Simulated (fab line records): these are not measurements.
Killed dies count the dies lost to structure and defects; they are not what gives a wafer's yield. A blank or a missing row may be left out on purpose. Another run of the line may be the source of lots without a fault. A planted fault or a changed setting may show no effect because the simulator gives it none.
What tool caused it? | flow berkeleyCmos170 | 42 wafers from 14 lots sampled at 2 of the route's 331 steps

## WHAT THE GAUGES SHOWED, per wafer
UCB170_M2_CD_MEAS_15 targets a cd of 700 nm. Usual: cdNm 699.9 nm, standard deviation 1.8.
lot  | measured     | on       | cdNm (nm)         | flag
L172 | day 7 10:19  | cdSem-01 | 700.9 701.0 701.8 | 
L171 | day 7 13:41  | cdSem-02 | 700.3 702.4 701.2 | 
L173 | day 8 00:17  | cdSem-02 | 700.5 701.2 699.1 | 
L176 | day 8 09:50  | cdSem-01 | 701.6 701.6 701.4 | 
L174 | day 8 11:16  | cdSem-02 | 695.3 695.5 695.5 | 
L180 | day 9 22:17  | cdSem-01 | 699.3 700.0 699.3 | 
L179 | day 9 22:41  | cdSem-01 | 700.2 700.7 699.9 | 
L181 | day 10 03:25 | cdSem-02 | 697.7 699.8 699.6 | 
L187 | day 10 21:34 | cdSem-02 | 698.0 697.6 696.1 | 
L185 | day 10 21:17 | cdSem-01 | 703.4 702.5 703.9 | 
L186 | day 10 22:12 | cdSem-02 | 697.9 698.2 697.8 | 
L183 | day 11 01:05 | cdSem-02 | 700.1 700.1 701.4 | 
L192 | day 12 13:22 | cdSem-01 | 699.1 699.5 698.9 | 
L194 | day 13 00:08 | cdSem-01 | 699.4 701.1 701.6 | 

## TOOL THAT RAN EACH LOT (tool first, then ch and the chambers of the sampled wafers, then the start)
lot  | UCB170_V1_STRIP_15
L172 | plasmaAsher-03 ch 0,1, day 7 07:50
L171 | plasmaAsher-01 ch 0,1, day 7 11:21
L173 | plasmaAsher-03 ch 0,1, day 7 21:42
L176 | plasmaAsher-02 ch 0,1, day 8 05:01
L174 | plasmaAsher-03 ch 0,1, day 8 07:19
L180 | plasmaAsher-02 ch 0,1, day 9 16:29
L179 | plasmaAsher-01 ch 0,1, day 9 17:11
L181 | plasmaAsher-03 ch 0,1, day 9 23:43
L187 | plasmaAsher-03 ch 0,1, day 10 17:10
L185 | plasmaAsher-02 ch 0,1, day 10 17:27
L186 | plasmaAsher-02 ch 0,1, day 10 19:34
L183 | plasmaAsher-02 ch 0,1, day 10 22:00
L192 | plasmaAsher-01 ch 0,1, day 12 10:59
L194 | plasmaAsher-01 ch 0,1, day 12 17:48
- UCB170_V1_STRIP_15: strips in O2.

## WHAT THE TOOLS THEMSELVES READ (means of the sampled wafers that have a number; where no wafer has one, the mark that the record gives instead)
UCB170_V1_STRIP_15. Usual: drypumpMotorCurrentA 5.8 A, standard deviation 0.3; oesProductAu 0.722 a.u., standard deviation 0.0042; stripTimeToEndpointS 15.34 s, standard deviation 0.17.
lot  | tool           | drypumpMotorCurrentA (A) | oesProductAu (a.u.) | stripTimeToEndpointS (s) | flag
L172 | plasmaAsher-03 | 5.7                      | 0.717               | 15.27                    | 
L171 | plasmaAsher-01 | 6.1                      | 0.722               | 15.33                    | 
L173 | plasmaAsher-03 | 5.8                      | 0.721               | 15.22                    | 
L176 | plasmaAsher-02 | 5.7                      | 0.720               | 15.20                    | 
L174 | plasmaAsher-03 | 5.8                      | 0.723               | 15.52                    | 
L180 | plasmaAsher-02 | 5.7                      | 0.724               | 15.35                    | 
L179 | plasmaAsher-01 | 6.1                      | 0.723               | 15.27                    | 
L181 | plasmaAsher-03 | 5.7                      | 0.725               | 15.49                    | 
L187 | plasmaAsher-03 | 5.7                      | 0.720               | 15.25                    | 
L185 | plasmaAsher-02 | 5.6                      | 0.726               | 15.14                    | 
L186 | plasmaAsher-02 | 5.6                      | 0.722               | 15.12                    | 
L183 | plasmaAsher-02 | 5.7                      | 0.723               | 15.40                    | 
L192 | plasmaAsher-01 | 6.1                      | 0.723               | 15.25                    | 
L194 | plasmaAsher-01 | 6.4                      | 0.727               | 15.59                    | 

## THE ANSWER, worked out from the rows above alone
Rule: a lot is off if the mean of its wafers that have a number lies more than 3 standard deviations from the usual mean. Also off: a lot with no number at a reading for which 4 or more lots have one. Any other lot the step has rows for is counted as sound. Order of review: gauges by route order, followed by the tools' own readings, for which a lot's mean as printed above is used. The first step at which some lot is off is used, and at that step the reading that is off furthest; a lot without a number counts as furthest.
Across all readings shown, no lot is off: no conclusion can be drawn from this.

## WHAT WAS PUT IN BY THE SIMULATOR
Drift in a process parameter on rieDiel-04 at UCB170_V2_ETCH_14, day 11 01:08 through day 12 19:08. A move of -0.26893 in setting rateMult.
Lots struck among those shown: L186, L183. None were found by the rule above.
